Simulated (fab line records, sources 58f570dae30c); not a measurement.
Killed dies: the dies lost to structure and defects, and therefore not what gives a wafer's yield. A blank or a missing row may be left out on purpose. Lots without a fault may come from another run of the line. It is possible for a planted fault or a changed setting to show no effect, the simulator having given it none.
fab line records -- flow berkeleyCmos170
record: lots: 5, wafers: 23
route steps=331 shown ZERO@7 ACTIVE@70 PVT@122 NLDD@161 NSD@190 SDANNEAL@204 CONTACT@217
startH: the number of hours between the record's first day and the start of the first shown wafer of the lot -- waitH: hours since the lot's step before -- " identical to the entry in the row above -- L1.1+2: a row that stands for several wafers -- - no value, or no start was given -- * or withheld: withheld -- < > ~ a bound
route shown NAME@n: a module of which the file shows steps, and the number in the route of the first -- usual: average and standard deviation across the fault-free wafers -- same: alike in all rows -- chamber/n: place in a boat -- sites: readings site by site -- _std_site: the values' standard deviation -- _edge_site: mean of outer sites minus mean of inner sites -- radiusMm: how far each site lies from the wafer's centre -- mask NAME#n: copy n -- behind: tool/chamber where the wafer was last shaped -- hold: the reason the lot was held/the length of the hold in hours/how it ended -- device: transistor that didn't switch, given as n, p or np -- end of line: the same wafers' tests at the end of the route -- a step with no rows: only its recipe -- killed: not the wafer's yield, but the dies lost to structure and defects at the first sort -- map: the dies of a wafer, with x for killed, . for not killed, _ for no die there
set.NAME: the setting that was run; set.NAME@STEP: the one run at that earlier step -- model.NAME: the simulator's own value behind a step, which no gauge read
one table per step and one row per wafer, for lots whose settings were changed on purpose
== steps ==
step: UCB170_ZERO_COAT_01
recipe: resist: KrF, spinRpm: 1500, resistThkNm: 900
lot.wafer,tool,chamber,startH,waitH,set.resistThkNm,model.KrF_of_ZERO_COAT_01.thkNm
L074.1,lithoTrack-03,0,17.58,0.1,900,896.4
L074.2,lithoTrack-03,0,17.58,0.1,900,895.4
L074.3,lithoTrack-03,0,17.58,0.1,900,898.4
L074.4,lithoTrack-03,0,17.58,0.1,900,896.6
L074.5,lithoTrack-03,0,17.58,0.1,900,898.7
L076.1,lithoTrack-03,0,27.17,0.1,865,864.3
L076.2,lithoTrack-03,0,27.17,0.1,865,864.2
L076.3,lithoTrack-03,0,27.17,0.1,900,900.8
L076.4,lithoTrack-03,0,27.17,0.1,865,866.5
L076.5,lithoTrack-03,0,27.17,0.1,900,901.5
L082.1,lithoTrack-01,0,57.48,0.1,864.9,865.8
L082.2,lithoTrack-01,0,57.48,0.1,900,900.6
L082.3,lithoTrack-01,0,57.48,0.1,864.9,866.4
L082.4,lithoTrack-01,0,57.48,0.1,864.9,867.3
L082.5,lithoTrack-01,0,57.48,0.1,900,899.7
L083.2,lithoTrack-04,0,63.29,0.1,949.5,950.5
L083.3,lithoTrack-04,0,63.29,0.1,900,902.1
L083.4,lithoTrack-04,0,63.29,0.1,949.5,947.5
L083.5,lithoTrack-04,0,63.29,0.1,900,899.3
L083.6,lithoTrack-04,0,63.29,0.1,949.5,952.7
L084.1,lithoTrack-03,0,68.65,0.1,900,904
L084.4,lithoTrack-03,0,68.65,0.1,900,902
L084.5,lithoTrack-03,0,68.65,0.1,900,902.4
step: UCB170_ZERO_SOFTBAKE_02
recipe: resist: KrF, tempC: 130, timeS: 60
step: UCB170_ZERO_EXPOSE_03
recipe: maskId: PM_MARKS, na: 0.5, sigmaOuter: 0.6, sourceShape: conventional, targetCdNm: 4000, doseMj: 30
step: UCB170_ZERO_DEVELOP_05
recipe: developer: TMAH, developTimeS: 45, resist: KrF, devTempC: 21
step: UCB170_ZERO_ETCH_06
recipe: chemistry: CHF3/CF4/Ar, target: SiO2, timeS: 12, pressureMtorr: 100, rfW: 500, CHF3_flow_sccm: 50, cf4FlowSccm: 10, Ar_flow_sccm: 120, overEtchFrac: 1.58
step: UCB170_ZERO_STRIP_07
recipe: chemistry: O2, powerW: 400, pressureMtorr: 3500, platenTempC: withheld, o2FlowSccm: 400, overashFraction: 0.5
usual: stripTimeToEndpointS: 21.47/0.049
lot.wafer,tool,chamber,startH,waitH,set.resistThkNm@ZERO_COAT_01,stripTimeToEndpointS
L074.1,plasmaAsher-01,1,19.07,0.0,900,21.39
L074.2,plasmaAsher-01,0,19.07,0.0,900,21.37
L074.3,plasmaAsher-01,0,19.07,0.0,900,21.45
L074.4,plasmaAsher-01,1,19.07,0.0,900,21.41
L074.5,plasmaAsher-01,1,19.07,0.0,900,21.45
L076.1,plasmaAsher-03,0,28.01,0.0,865,20.63
L076.2,plasmaAsher-03,1,28.01,0.0,865,20.64
L076.3,plasmaAsher-03,0,28.01,0.0,900,21.49
L076.4,plasmaAsher-03,1,28.01,0.0,865,20.69
L076.5,plasmaAsher-03,1,28.01,0.0,900,21.53
L082.1,plasmaAsher-03,0,59.16,0.0,864.9,20.65
L082.2,plasmaAsher-03,1,59.16,0.0,900,21.48
L082.3,plasmaAsher-03,1,59.16,0.0,864.9,20.67
L082.4,plasmaAsher-03,0,59.16,0.0,864.9,20.68
L082.5,plasmaAsher-03,0,59.16,0.0,900,21.46
L083.2,plasmaAsher-01,0,63.98,0.0,949.5,22.66
L083.3,plasmaAsher-01,1,63.98,0.0,900,21.51
L083.4,plasmaAsher-01,0,63.98,0.0,949.5,22.63
L083.5,plasmaAsher-01,0,63.98,0.0,900,21.46
L083.6,plasmaAsher-01,1,63.98,0.0,949.5,22.73
L084.1,plasmaAsher-01,0,69.49,0.0,900,21.59
L084.4,plasmaAsher-01,0,69.49,0.0,900,21.53
L084.5,plasmaAsher-01,0,69.49,0.0,900,21.53
step: UCB170_ACTIVE_EXPOSE_10
recipe: maskId: ACTIVE, targetCdNm: 1200, na: 0.5, sigmaOuter: 0.6, sourceShape: conventional, doseMj: 20
lot.wafer,tool,chamber,startH,waitH,mask,set.doseMj
L074.1+5,krfScanner-02,0,77.98,0.1,ACTIVE#0,20.84
L074.2+3+4,krfScanner-02,0,77.98,0.1,ACTIVE#0,20
L076.1+2+3+4+5,krfScanner-02,0,78.46,0.4,ACTIVE#0,20
L082.1+3,krfScanner-02,0,123.24,0.1,ACTIVE#0,20
L082.2+4+5,krfScanner-02,0,123.24,0.1,ACTIVE#0,21
L083.2+3+4+5+6,krfScanner-02,0,123.37,0.2,ACTIVE#0,20
L084.1+4+5,krfScanner-02,0,133.33,0.1,ACTIVE#0,20
step: UCB170_ACTIVE_PEB_11
recipe: pebTempC: 130, pebTimeS: withheld, resist: KrF
step: UCB170_ACTIVE_DEVELOP_12
recipe: developer: TMAH, developTimeS: 45, resist: KrF, devTempC: 21
step: UCB170_ACTIVE_CD_MEAS_13
recipe: targetCdNm: 1200
usual: cdNm: 1199.7/1.5
lot.wafer,tool,chamber,startH,waitH,set.doseMj@ACTIVE_EXPOSE_10,cdNm
L074.1,cdSem-01,-,78.37,-,20.84,1190.5
L074.2,cdSem-01,-,78.37,-,20,1199.0
L074.3,cdSem-01,-,78.37,-,20,1198.0
L074.4,cdSem-01,-,78.37,-,20,1197.4
L074.5,cdSem-01,-,78.37,-,20.84,1191.4
L076.1,cdSem-02,-,78.86,-,20,1198.5
L076.2,cdSem-02,-,78.86,-,20,1198.4
L076.3,cdSem-02,-,78.86,-,20,1198.3
L076.4,cdSem-02,-,78.86,-,20,1197.3
L076.5,cdSem-02,-,78.86,-,20,1198.5
L082.1,cdSem-02,-,124.53,-,20,1200.8
L082.2,cdSem-02,-,124.53,-,21,1191.4
L082.3,cdSem-02,-,124.53,-,20,1200.8
L082.4,cdSem-02,-,124.53,-,21,1191.7
L082.5,cdSem-02,-,124.53,-,21,1191.0
L083.2,cdSem-01,-,124.60,-,20,1201.6
L083.3,cdSem-01,-,124.60,-,20,1199.1
L083.4,cdSem-01,-,124.60,-,20,1200.6
L083.5,cdSem-01,-,124.60,-,20,1199.2
L083.6,cdSem-01,-,124.60,-,20,1199.8
L084.1,cdSem-01,-,133.88,-,20,1200.8
L084.4,cdSem-01,-,133.88,-,20,1200.6
L084.5,cdSem-01,-,133.88,-,20,1200.4
step: UCB170_ACTIVE_ETCH_15
recipe: chemistry: CH3F/Ar/O2, target: Si3N4, stopOn: SiO2, CH3F_flow_sccm: 20, Ar_flow_sccm: 50, O2_flow_sccm: 7, pressureMtorr: 50, rfW: 450, targetDepthA: 2420, overEtchFrac: 0.1, timeS: 151
lot.wafer,tool,chamber,startH,waitH,set.doseMj@ACTIVE_EXPOSE_10,model.ACTIVE.cdNm
L074.1,rieDiel-03,1,78.53,0.0,20.84,1190
L074.2,rieDiel-03,3,78.53,0.0,20,1199
L074.3,rieDiel-03,2,78.53,0.0,20,1198
L074.4,rieDiel-03,0,78.53,0.0,20,1197
L074.5,rieDiel-03,0,78.53,0.0,20.84,1191
L076.1+2+3+4,rieDiel-01,"1,2,0,3",79.01,0.0,20,1198
L076.5,rieDiel-01,2,79.01,0.0,20,1199
L082.1,rieDiel-01,3,124.68,0.0,20,1200
L082.2+4+5,rieDiel-01,"1,0,3",124.68,0.0,21,1191
L082.3,rieDiel-01,2,124.68,0.0,20,1201
L083.2,rieDiel-03,0,124.74,0.0,20,1201
L083.3+5,rieDiel-03,"3,2",124.74,0.0,20,1199
L083.4+6,rieDiel-03,"1,3",124.74,0.0,20,1200
L084.1+4,rieDiel-02,"2,1",134.03,0.0,20,1201
L084.5,rieDiel-02,1,134.03,0.0,20,1200
step: UCB170_ACTIVE_STRIP_16
recipe: chemistry: O2, powerW: 400, pressureMtorr: 3500, platenTempC: withheld, o2FlowSccm: 400, overashFraction: 0.5
step: UCB170_ACTIVE_CD_MEAS_90
recipe: targetCdNm: 1200
usual: cdNm: 1199.6/1.5
lot.wafer,tool,chamber,startH,waitH,set.doseMj@ACTIVE_EXPOSE_10,cdNm
L074.1,cdSem-01,-,78.73,0.1,20.84,1189.9
L074.2,cdSem-01,-,78.73,0.1,20,1199.1
L074.3,cdSem-01,-,78.73,0.1,20,1198.0
L074.4,cdSem-01,-,78.73,0.1,20,1196.9
L074.5,cdSem-01,-,78.73,0.1,20.84,1191.5
L076.1,cdSem-01,-,79.21,0.1,20,1198.3
L076.2,cdSem-01,-,79.21,0.1,20,1198.2
L076.3,cdSem-01,-,79.21,0.1,20,1198.0
L076.4,cdSem-01,-,79.21,0.1,20,1197.6
L076.5,cdSem-01,-,79.21,0.1,20,1198.6
L082.1,cdSem-01,-,124.88,0.1,20,1200.4
L082.2,cdSem-01,-,124.88,0.1,21,1191.2
L082.3,cdSem-01,-,124.88,0.1,20,1200.9
L082.4,cdSem-01,-,124.88,0.1,21,1191.2
L082.5,cdSem-01,-,124.88,0.1,21,1190.5
L083.2,cdSem-01,-,125.02,0.2,20,1201.6
L083.3,cdSem-01,-,125.02,0.2,20,1198.9
L083.4,cdSem-01,-,125.02,0.2,20,1200.1
L083.5,cdSem-01,-,125.02,0.2,20,1198.8
L083.6,cdSem-01,-,125.02,0.2,20,1200.3
L084.1,cdSem-02,-,134.23,0.1,20,1200.8
L084.4,cdSem-02,-,134.23,0.1,20,1201.3
L084.5,cdSem-02,-,134.23,0.1,20,1200.0
step: UCB170_PVT_IMPLANT_07
recipe: species: P, doseCm2: 2e+12, energyKev: 30, tiltDeg: 7
lot.wafer,tool,chamber,startH,waitH,set.energyKev,model.implant.rpNm,model.implant.drpNm
L076.1+4,implanter-04,0,122.82,0.0,31.08,35.98,17.06
L076.2+3+5,implanter-04,0,122.82,0.0,30,34.79,16.56
L074.1+3,implanter-02,0,123.12,0.0,31.51,39.81,17.26
L074.2+4+5,implanter-02,0,123.12,0.0,30,37.99,16.56
L082.1+3+5,implanter-03,0,155.08,0.0,30,37.22,16.56
L082.2+4,implanter-03,0,155.08,0.0,28.81,36.21,16.16
L083.2+5,implanter-04,0,155.38,0.0,31.21,36.97,17.12
L083.3+4+6,implanter-04,0,155.38,0.0,30,35.61,16.56
L084.1+4+5,implanter-04,0,166.04,0.0,30,36.18,16.56
step: UCB170_PVT_STRIP_08
recipe: chemistry: O2, powerW: 400, pressureMtorr: 3500, platenTempC: withheld, o2FlowSccm: 400, overashFraction: 0.5
step: UCB170_PVT_TW_MEAS_09
usual: PVT_TW: 506.7/2.7
lot.wafer,tool,chamber,startH,waitH,set.energyKev@PVT_IMPLANT_07,PVT_TW
L076.1,filmMetro-02,-,123.07,0.1,31.08,512.1
L076.2,filmMetro-02,-,123.07,0.1,30,511.1
L076.3,filmMetro-02,-,123.07,0.1,30,510.7
L076.4,filmMetro-02,-,123.07,0.1,31.08,515.6
L076.5,filmMetro-02,-,123.07,0.1,30,508.0
L074.1,filmMetro-04,-,123.37,0.1,31.51,510.8
L074.2,filmMetro-04,-,123.37,0.1,30,501.6
L074.3,filmMetro-04,-,123.37,0.1,31.51,512.5
L074.4,filmMetro-04,-,123.37,0.1,30,501.3
L074.5,filmMetro-04,-,123.37,0.1,30,500.8
L082.1,filmMetro-01,-,155.33,0.1,30,503.6
L082.2,filmMetro-01,-,155.33,0.1,28.81,499.5
L082.3,filmMetro-01,-,155.33,0.1,30,504.8
L082.4,filmMetro-01,-,155.33,0.1,28.81,499.8
L082.5,filmMetro-01,-,155.33,0.1,30,506.0
L083.2,filmMetro-01,-,155.61,0.1,31.21,509.8
L083.3,filmMetro-01,-,155.61,0.1,30,504.1
L083.4,filmMetro-01,-,155.61,0.1,30,505.9
L083.5,filmMetro-01,-,155.61,0.1,31.21,511.1
L083.6,filmMetro-01,-,155.61,0.1,30,502.9
L084.1,filmMetro-01,-,166.29,0.1,30,504.2
L084.4,filmMetro-01,-,166.29,0.1,30,502.7
L084.5,filmMetro-01,-,166.29,0.1,30,507.2
step: UCB170_NLDD_EXPOSE_03
recipe: maskId: NSELECT, na: 0.5, sigmaOuter: 0.6, sourceShape: conventional, targetCdNm: 1200, doseMj: 30
lot.wafer,tool,chamber,startH,waitH,mask,set.doseMj
L076.1+3+4,krfScanner-01,0,134.61,0.1,NSELECT#0,29.4
L076.2+5,krfScanner-01,0,134.61,0.1,NSELECT#0,30
L074.1+2+5,krfScanner-01,0,135.14,0.1,NSELECT#0,30
L074.3+4,krfScanner-01,0,135.14,0.1,NSELECT#0,30.89
L083.2+4+6,krfScanner-01,0,169.69,0.1,NSELECT#0,30
L083.3+5,krfScanner-01,0,169.69,0.1,NSELECT#0,29.18
L082.1+2+3+4+5,krfScanner-01,0,169.83,0.1,NSELECT#0,30
L084.1+4+5,krfScanner-02,0,179.69,0.1,NSELECT#0,30
step: UCB170_NLDD_PEB_04
recipe: pebTempC: 130, pebTimeS: withheld, resist: KrF
step: UCB170_NLDD_DEVELOP_05
recipe: developer: TMAH, developTimeS: 45, resist: KrF, devTempC: 21
step: UCB170_NLDD_CD_MEAS_06
recipe: targetCdNm: 1200
usual: cdNm: 1200.5/1.5
lot.wafer,tool,chamber,startH,waitH,set.doseMj@NLDD_EXPOSE_03,cdNm
L076.1,cdSem-01,-,135.00,-,29.4,1197.5
L076.2,cdSem-01,-,135.00,-,30,1201.7
L076.3,cdSem-01,-,135.00,-,29.4,1198.1
L076.4,cdSem-01,-,135.00,-,29.4,1197.9
L076.5,cdSem-01,-,135.00,-,30,1202.8
L074.1,cdSem-01,-,135.73,-,30,1200.3
L074.2,cdSem-01,-,135.73,-,30,1201.8
L074.3,cdSem-01,-,135.73,-,30.89,1206.9
L074.4,cdSem-01,-,135.73,-,30.89,1206.5
L074.5,cdSem-01,-,135.73,-,30,1201.6
L083.2,cdSem-01,-,170.40,-,30,1198.7
L083.3,cdSem-01,-,170.40,-,29.18,1193.8
L083.4,cdSem-01,-,170.40,-,30,1198.7
L083.5,cdSem-01,-,170.40,-,29.18,1193.8
L083.6,cdSem-01,-,170.40,-,30,1197.7
L082.1,cdSem-02,-,170.45,-,30,1199.3
L082.2,cdSem-02,-,170.45,-,30,1198.6
L082.3,cdSem-02,-,170.45,-,30,1199.0
L082.4,cdSem-02,-,170.45,-,30,1200.0
L082.5,cdSem-02,-,170.45,-,30,1200.0
L084.1,cdSem-02,-,180.09,-,30,1199.8
L084.4,cdSem-02,-,180.09,-,30,1200.9
L084.5,cdSem-02,-,180.09,-,30,1201.7
step: UCB170_NLDD_IMPLANT_09
recipe: species: As, doseCm2: 5e+13, energyKev: 30, tiltDeg: 7, rotationDeg: 180
lot.wafer,tool,chamber,startH,waitH,set.doseCm2
L076.1+2+3,implanter-01,0,135.31,0.1,5e+13
L076.4+5,implanter-01,0,135.31,0.1,4.887e+13
L074.1+2+4,implanter-02,0,136.03,0.1,5.188e+13
L074.3+5,implanter-02,0,136.03,0.1,5e+13
L083.2+6,implanter-02,0,170.71,0.1,4.765e+13
L083.3+4+5,implanter-02,0,170.71,0.1,5e+13
L082.1+2+5,implanter-01,0,170.75,0.1,5e+13
L082.3+4,implanter-01,0,170.75,0.1,5.304e+13
L084.1+4+5,implanter-01,0,180.39,0.1,5e+13
step: UCB170_NSD_EXPOSE_03
recipe: maskId: NSELECT_MOD, na: 0.5, sigmaOuter: 0.6, sourceShape: conventional, targetCdNm: 1200, doseMj: 30
lot.wafer,tool,chamber,startH,waitH,mask,set.doseMj
L074.1+5,krfScanner-01,0,144.13,0.5,NSELECT_MOD#0,30
L074.2+3+4,krfScanner-01,0,144.13,0.5,NSELECT_MOD#0,31.27
L076.1+3,krfScanner-02,0,144.38,0.5,NSELECT_MOD#0,27.96
L076.2+4+5,krfScanner-02,0,144.38,0.5,NSELECT_MOD#0,30
L082.1+2+3+4+5,krfScanner-02,0,178.70,0.1,NSELECT_MOD#0,30
L083.2+3+5,krfScanner-01,0,179.09,0.2,NSELECT_MOD#0,27.8
L083.4+6,krfScanner-01,0,179.09,0.2,NSELECT_MOD#0,30
L084.1+4+5,krfScanner-01,0,189.46,0.1,NSELECT_MOD#0,30
step: UCB170_NSD_PEB_04
recipe: pebTempC: 130, pebTimeS: withheld, resist: KrF
step: UCB170_NSD_DEVELOP_05
recipe: developer: TMAH, developTimeS: 45, resist: KrF, devTempC: 21
step: UCB170_NSD_CD_MEAS_06
recipe: targetCdNm: 1200
usual: cdNm: 1200.4/1.4
lot.wafer,tool,chamber,startH,waitH,set.doseMj@NSD_EXPOSE_03,cdNm
L074.1,cdSem-02,-,145.21,-,30,1201.6
L074.2,cdSem-02,-,145.21,-,31.27,1209.0
L074.3,cdSem-02,-,145.21,-,31.27,1209.3
L074.4,cdSem-02,-,145.21,-,31.27,1209.4
L074.5,cdSem-02,-,145.21,-,30,1202.7
L076.1,cdSem-02,-,145.66,-,27.96,1187.5
L076.2,cdSem-02,-,145.66,-,30,1202.4
L076.3,cdSem-02,-,145.66,-,27.96,1188.8
L076.4,cdSem-02,-,145.66,-,30,1202.0
L076.5,cdSem-02,-,145.66,-,30,1200.6
L082.1,cdSem-01,-,179.24,-,30,1201.1
L082.2,cdSem-01,-,179.24,-,30,1203.6
L082.3,cdSem-01,-,179.24,-,30,1202.6
L082.4,cdSem-01,-,179.24,-,30,1202.9
L082.5,cdSem-01,-,179.24,-,30,1201.7
L083.2,cdSem-01,-,179.69,-,27.8,1185.0
L083.3,cdSem-01,-,179.69,-,27.8,1184.4
L083.4,cdSem-01,-,179.69,-,30,1199.7
L083.5,cdSem-01,-,179.69,-,27.8,1184.1
L083.6,cdSem-01,-,179.69,-,30,1199.1
L084.1,cdSem-02,-,190.20,-,30,1199.4
L084.4,cdSem-02,-,190.20,-,30,1198.7
L084.5,cdSem-02,-,190.20,-,30,1199.2
step: UCB170_SDANNEAL_RTA_00
recipe: tempC: 900, timeS: 10, ambient: N2
lot.wafer,tool,chamber,startH,waitH,set.timeS
L074.1+2+5,rtpAnneal-01,0,146.95,0.0,10
L074.3+4,rtpAnneal-01,0,146.95,0.0,10.47
L076.1+2+3+4+5,rtpAnneal-02,0,147.33,0.0,10
L082.1+3+5,rtpAnneal-01,0,180.67,0.0,10
L082.2+4,rtpAnneal-01,0,180.67,0.0,10.88
L083.2+3+4,rtpAnneal-02,0,181.18,0.0,10
L083.5+6,rtpAnneal-02,0,181.18,0.0,10.78
L084.1+4+5,rtpAnneal-01,0,191.84,0.0,10
step: UCB170_SDANNEAL_RTA_01
recipe: tempC: 1050, timeS: 5, ambient: N2
step: UCB170_SDANNEAL_RS_MEAS_05
recipe: thkMeasGauge: four-point-probe
usual: NLDD_RS: 616.4/1.1
lot.wafer,tool,chamber,startH,waitH,set.doseCm2@NLDD_IMPLANT_09,NLDD_RS[ohm/sq]
L074.1,filmMetro-01,-,147.43,0.1,5.188e+13,609.8
L074.2,filmMetro-01,-,147.43,0.1,5.188e+13,609.9
L074.3,filmMetro-01,-,147.43,0.1,5e+13,618.3
L074.4,filmMetro-01,-,147.43,0.1,5.188e+13,609.0
L074.5,filmMetro-01,-,147.43,0.1,5e+13,617.3
L076.1,filmMetro-03,-,147.89,0.1,5e+13,616.5
L076.2,filmMetro-03,-,147.89,0.1,5e+13,616.2
L076.3,filmMetro-03,-,147.89,0.1,5e+13,617.6
L076.4,filmMetro-03,-,147.89,0.1,4.887e+13,623.2
L076.5,filmMetro-03,-,147.89,0.1,4.887e+13,621.4
L082.1,filmMetro-04,-,181.15,0.1,5e+13,616.4
L082.2,filmMetro-04,-,181.15,0.1,5e+13,616.6
L082.3,filmMetro-04,-,181.15,0.1,5.304e+13,602.5
L082.4,filmMetro-04,-,181.15,0.1,5.304e+13,603.9
L082.5,filmMetro-04,-,181.15,0.1,5e+13,616.1
L083.2,filmMetro-04,-,181.68,0.1,4.765e+13,628.1
L083.3,filmMetro-04,-,181.68,0.1,5e+13,614.7
L083.4,filmMetro-04,-,181.68,0.1,5e+13,615.4
L083.5,filmMetro-04,-,181.68,0.1,5e+13,616.8
L083.6,filmMetro-04,-,181.68,0.1,4.765e+13,627.5
L084.1,filmMetro-03,-,192.32,0.1,5e+13,617.6
L084.4,filmMetro-03,-,192.32,0.1,5e+13,619.0
L084.5,filmMetro-03,-,192.32,0.1,5e+13,616.7
step: UCB170_CONTACT_CVD_01
recipe: material: PSG, targetThkNm: 700, tempC: 450, precursor: SiH4/O2/PH3, timeS: 2820, pressureMtorr: 300, sih4FlowSccm: 60, o2FlowSccm: 90, ph3FlowSccm: 25
lot.wafer,tool,chamber,startH,waitH,set.pressureMtorr,model.PSG_of_CONTACT_CVD_01.thkNm
L074.1,-,-,-,0.0,300,701.4
L074.2,-,-,-,0.0,300,707.9
L074.3+4+5,-,-,-,0.0,300,-
L076.1+3+4,-,-,-,0.4,300,-
L076.2,-,-,-,0.4,300,703.3
L076.5,-,-,-,0.4,300,699.4
L082.1,-,-,-,1.1,300,719.1
L082.2,-,-,-,1.1,300,709.8
L082.3,-,-,-,1.1,300,704.2
L082.4,-,-,-,1.1,300,709.9
L082.5,-,-,-,1.1,300,719
L083.2,-,-,-,0.7,343.8,754.2
L083.3,-,-,-,0.7,343.8,752.2
L083.4,-,-,-,0.7,343.8,749.8
L083.5,-,-,-,0.7,343.8,754.9
L083.6,-,-,-,0.7,343.8,753.8
L084.1+5,lpcvd-01,0,193.60,0.6,300,709
L084.4,lpcvd-01,0,193.60,0.6,300,708.4
step: UCB170_CONTACT_THK_MEAS_02
recipe: reads: PSG_of_CONTACT_CVD_01
usual: CONTACT_PSG_THK: 704/5.6
lot.wafer,tool,chamber,startH,waitH,set.pressureMtorr@CONTACT_CVD_01,CONTACT_PSG_THK[nm]
L074.1,filmMetro-03,-,-,-,300,701
L074.2,filmMetro-03,-,-,-,300,709
L074.3,filmMetro-03,-,-,-,300,710
L074.4,filmMetro-03,-,-,-,300,700
L074.5,filmMetro-03,-,-,-,300,705
L076.1,filmMetro-03,-,-,-,300,706
L076.2,filmMetro-03,-,-,-,300,703
L076.3,filmMetro-03,-,-,-,300,705
L076.4,filmMetro-03,-,-,-,300,705
L076.5,filmMetro-03,-,-,-,300,699
L082.1,filmMetro-01,-,-,-,300,719
L082.2,filmMetro-01,-,-,-,300,710
L082.3,filmMetro-01,-,-,-,300,704
L082.4,filmMetro-01,-,-,-,300,710
L082.5,filmMetro-01,-,-,-,300,719
L083.2,filmMetro-03,-,-,-,343.8,754
L083.3,filmMetro-03,-,-,-,343.8,752
L083.4,filmMetro-03,-,-,-,343.8,750
L083.5,filmMetro-03,-,-,-,343.8,755
L083.6,filmMetro-03,-,-,-,343.8,754
L084.1,filmMetro-03,-,195.40,0.0,300,709
L084.4,filmMetro-03,-,195.40,0.0,300,708
L084.5,filmMetro-03,-,195.40,0.0,300,709
== key ==
split: step: UCB170_ZERO_COAT_01, setting: resistThkNm, stated: 900, by: wafer
response: step: UCB170_ZERO_COAT_01, reading: model.KrF_of_ZERO_COAT_01.thkNm, change: +8.98, per: 1%, r: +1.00
response: step: UCB170_ZERO_STRIP_07, reading: stripTimeToEndpointS, change: *, per: 1%, r: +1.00
split: step: UCB170_ACTIVE_EXPOSE_10, setting: doseMj, stated: 20, by: wafer
response: step: UCB170_ACTIVE_CD_MEAS_13, reading: cdNm, change: -1.81, per: 1%, r: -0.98
response: step: UCB170_ACTIVE_ETCH_15, reading: model.ACTIVE.cdNm, change: -1.83, per: 1%, r: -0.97
response: step: UCB170_ACTIVE_CD_MEAS_90, reading: cdNm, change: -1.85, per: 1%, r: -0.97
split: step: UCB170_PVT_IMPLANT_07, setting: energyKev, stated: 30, by: wafer
response: step: UCB170_PVT_IMPLANT_07, reading: model.implant.rpNm, change: +0.326, per: 1%, r: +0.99
response: step: UCB170_PVT_IMPLANT_07, reading: model.implant.drpNm, change: +0.13, per: 1%, r: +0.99
response: step: UCB170_PVT_TW_MEAS_09, reading: PVT_TW, change: +1.6, per: 1%, r: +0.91
split: step: UCB170_NLDD_EXPOSE_03, setting: doseMj, stated: 30, by: wafer
response: step: UCB170_NLDD_CD_MEAS_06, reading: cdNm, change: +1.86, per: 1%, r: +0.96
split: step: UCB170_NLDD_IMPLANT_09, setting: doseCm2, stated: 5e+13, by: wafer
response: step: UCB170_SDANNEAL_RS_MEAS_05, reading: NLDD_RS, change: -2.31, per: 1%, r: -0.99
split: step: UCB170_NSD_EXPOSE_03, setting: doseMj, stated: 30, by: wafer
response: step: UCB170_NSD_CD_MEAS_06, reading: cdNm, change: +1.96, per: 1%, r: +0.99
split: step: UCB170_SDANNEAL_RTA_00, setting: timeS, stated: 10, by: wafer
response none clear
split: step: UCB170_CONTACT_CVD_01, setting: pressureMtorr, stated: 300, by: lot
response: step: UCB170_CONTACT_CVD_01, reading: model.PSG_of_CONTACT_CVD_01.thkNm, change: +3.05, per: 1%, r: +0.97
response: step: UCB170_CONTACT_THK_MEAS_02, reading: CONTACT_PSG_THK, change: +3.14, per: 1%, r: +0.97
